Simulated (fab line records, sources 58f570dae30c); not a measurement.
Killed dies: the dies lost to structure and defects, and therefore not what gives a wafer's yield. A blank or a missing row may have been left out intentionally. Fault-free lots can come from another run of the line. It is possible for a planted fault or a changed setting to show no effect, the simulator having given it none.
Which tool was responsible? | flow berkeleyCmos170 | 45 wafers from 15 lots sampled at 4 of the route's 331 steps

== WHAT THE GAUGES READ, wafer by wafer ==
UCB170_SPACER_THK_MEAS_01. Usual: SPACER_TEOS_THK 376 nm, standard deviation 6.
lot  | measured     | on           | SPACER_TEOS_THK (nm) | flag
L271 | day 7 00:10  | filmMetro-03 | 379 390 385          | 
L276 | day 7 19:26  | filmMetro-03 | 369 377 366          | 
L275 | day 7 19:36  | filmMetro-01 | 368 366 374          | 
L279 | day 8 02:36  | filmMetro-04 | 371 374 376          | 
L280 | day 8 03:01  | filmMetro-03 | 377 369 384          | 
L278 | day 8 03:14  | filmMetro-01 | 368 381 383          | 
L277 | day 8 03:18  | filmMetro-04 | 378 378 379          | 
L281 | day 8 15:23  | filmMetro-03 | 374 369 366          | 
L283 | day 8 15:50  | filmMetro-04 | 365 370 376          | 
L286 | day 9 15:12  | filmMetro-04 | 369 376 368          | 
L289 | day 10 08:59 | filmMetro-01 | 377 378 386          | 
L290 | day 10 09:44 | filmMetro-03 | 363 374 373          | 
L292 | day 10 09:44 | filmMetro-04 | 373 376 384          | 
L293 | day 10 20:19 | filmMetro-04 | 370 370 375          | 
L294 | day 11 03:26 | filmMetro-03 | 372 379 379          | 

UCB170_NSD_CD_MEAS_06 targets a cd of 1200 nm. Usual: cdNm 1199.8 nm, standard deviation 1.6.
lot  | measured     | on       | cdNm (nm)            | flag
L271 | day 7 08:56  | cdSem-02 | 1198.8 1198.6 1198.8 | 
L276 | day 8 01:54  | cdSem-02 | 1198.2 1199.3 1199.7 | 
L275 | day 8 02:10  | cdSem-02 | 1198.4 1197.3 1198.4 | 
L279 | day 8 10:16  | cdSem-01 | 1199.2 1200.1 1198.9 | 
L280 | day 8 10:26  | cdSem-01 | 1199.8 1201.2 1199.9 | 
L278 | day 8 10:57  | cdSem-01 | 1201.6 1201.8 1201.6 | 
L277 | day 8 11:01  | cdSem-02 | 1200.0 1200.5 1201.4 | 
L281 | day 8 23:55  | cdSem-01 | 1198.4 1199.3 1197.8 | 
L283 | day 9 00:01  | cdSem-02 | 1197.1 1197.1 1198.4 | 
L286 | day 10 00:58 | cdSem-01 | - - -                | OFF
L289 | day 10 18:36 | cdSem-01 | - - -                | OFF
L290 | day 10 18:51 | cdSem-01 | - - -                | OFF
L292 | day 10 19:08 | cdSem-02 | 1197.4 1197.8 1197.1 | 
L293 | day 11 05:14 | cdSem-01 | 1201.2 1201.3 1202.6 | 
L294 | day 11 11:55 | cdSem-01 | 1199.9 1199.8 1200.3 | 

== TOOL THAT RAN EACH LOT (tool first, then ch and the chambers of the sampled wafers, then the start) ==
lot  | UCB170_PSD_STRIP_09                 | UCB170_NSD_COAT_01
L271 | plasmaAsher-02 ch 1, day 7 04:34    | lithoTrack-03 ch 0, day 7 07:22
L276 | plasmaAsher-03 ch 0,1, day 7 23:41  | lithoTrack-03 ch 0, day 8 01:01
L275 | plasmaAsher-04 ch 0,1, day 7 23:56  | lithoTrack-01 ch 0, day 8 01:24
L279 | plasmaAsher-03 ch 0,1, day 8 08:25  | lithoTrack-01 ch 0, day 8 09:15
L280 | plasmaAsher-04 ch 0,1, day 8 08:33  | lithoTrack-03 ch 0, day 8 09:25
L278 | plasmaAsher-02 ch 0,1, day 8 08:41  | lithoTrack-01 ch 0, day 8 09:43
L277 | plasmaAsher-03 ch 0,1, day 8 08:51  | lithoTrack-03 ch 0, day 8 09:52
L281 | plasmaAsher-04 ch 0,1, day 8 22:13  | lithoTrack-01 ch 0, day 8 22:58
L283 | plasmaAsher-02 ch 0,1, day 8 22:20  | lithoTrack-02 ch 0, day 8 23:05
L286 | plasmaAsher-04 ch 0,1, day 9 23:19  | lithoTrack-03, day 10 00:07
L289 | plasmaAsher-03 ch 0,1, day 10 13:38 | lithoTrack-03, day 10 17:35
L290 | plasmaAsher-04 ch 0,1, day 10 14:09 | lithoTrack-02, day 10 17:34
L292 | plasmaAsher-03 ch 0,1, day 10 14:23 | lithoTrack-03 ch 0, day 10 18:01
L293 | plasmaAsher-04 ch 0,1, day 11 03:21 | lithoTrack-01 ch 0, day 11 04:16
L294 | plasmaAsher-04 ch 0,1, day 11 10:37 | lithoTrack-03 ch 0, day 11 11:07
- UCB170_PSD_STRIP_09: strips in O2.
- UCB170_NSD_COAT_01: resist thk 900 nm.

== AS READ BY THE TOOLS THEMSELVES (means over the sampled wafers that have a number; for cases with no such wafer, the mark the record gives instead) ==
UCB170_PSD_STRIP_09. Usual: drypumpMotorCurrentA 5.6 A, standard deviation 0.47; oesProductAu 0.598 a.u., standard deviation 0.0042; stripTimeToEndpointS 29.60 s, standard deviation 0.083.
lot  | tool           | drypumpMotorCurrentA (A) | oesProductAu (a.u.) | stripTimeToEndpointS (s) | flag
L271 | plasmaAsher-02 | 5.9                      | 0.597               | 29.57                    | 
L276 | plasmaAsher-03 | 5.2                      | 0.599               | 29.57                    | 
L275 | plasmaAsher-04 | 6.0                      | 0.600               | 29.62                    | 
L279 | plasmaAsher-03 | 5.1                      | 0.598               | 29.46                    | 
L280 | plasmaAsher-04 | 6.0                      | 0.598               | 29.54                    | 
L278 | plasmaAsher-02 | 5.2                      | 0.599               | 29.61                    | 
L277 | plasmaAsher-03 | 5.2                      | 0.596               | 29.58                    | 
L281 | plasmaAsher-04 | 5.9                      | 0.598               | 29.67                    | 
L283 | plasmaAsher-02 | 5.5                      | 0.599               | 29.62                    | 
L286 | plasmaAsher-04 | 5.9                      | 0.602               | 29.54                    | 
L289 | plasmaAsher-03 | 5.2                      | 0.595               | 29.73                    | 
L290 | plasmaAsher-04 | 5.9                      | 0.597               | 29.64                    | 
L292 | plasmaAsher-03 | 5.2                      | 0.597               | 29.71                    | 
L293 | plasmaAsher-04 | 6.0                      | 0.597               | 29.45                    | 
L294 | plasmaAsher-04 | 5.9                      | 0.597               | 29.65                    | 

UCB170_NSD_COAT_01. Usual: chillPlateTempC 22.98 C, standard deviation 0.12; dispensePressureKPa 52 kPa, standard deviation 4.1.
lot  | tool          | chillPlateTempC (C) | dispensePressureKPa (kPa) | flag
L271 | lithoTrack-03 | 22.71               | 50                        | 
L276 | lithoTrack-03 | 23.10               | 50                        | 
L275 | lithoTrack-01 | 22.82               | 56                        | 
L279 | lithoTrack-01 | 22.87               | 56                        | 
L280 | lithoTrack-03 | 22.97               | 50                        | 
L278 | lithoTrack-01 | 23.09               | 56                        | 
L277 | lithoTrack-03 | 22.98               | 50                        | 
L281 | lithoTrack-01 | 22.96               | 56                        | 
L283 | lithoTrack-02 | 23.19               | 43                        | 
L286 | lithoTrack-03 | -                   | -                         | OFF
L289 | lithoTrack-03 | -                   | -                         | OFF
L290 | lithoTrack-02 | -                   | -                         | OFF
L292 | lithoTrack-03 | 22.97               | 50                        | 
L293 | lithoTrack-01 | 22.96               | 56                        | 
L294 | lithoTrack-03 | 22.99               | 50                        | 

== THE ANSWER, worked out from the rows above alone ==
Rule: take the mean of a lot's wafers that have a number; if it is more than 3 standard deviations from the usual mean, the lot is off. A lot without any number at a reading at which 4 lots or more have one is off too. The other lots that the step has rows for count as sound. First the gauges in route order, then the tools' own readings, where a lot's mean is used as printed above. The first step at which some lot is off is used, and at that step the reading that is off furthest; a lot without a number counts as furthest.
Off: L286, L289, L290, at UCB170_NSD_CD_MEAS_06 (cdNm). Without a number there: L286, L289, L290.
A tool fits if, at a process step before that reading, it ran every lot that is off, and no sound lot after the first of them. The gauges at UCB170_NSD_CD_MEAS_06 aren't tried: what is off there is off at UCB170_NSD_COAT_01 too, on other tools, and a gauge's error can't cause that. Not one of the candidates tried fits.

== WHAT THE SIMULATOR PUT IN ==
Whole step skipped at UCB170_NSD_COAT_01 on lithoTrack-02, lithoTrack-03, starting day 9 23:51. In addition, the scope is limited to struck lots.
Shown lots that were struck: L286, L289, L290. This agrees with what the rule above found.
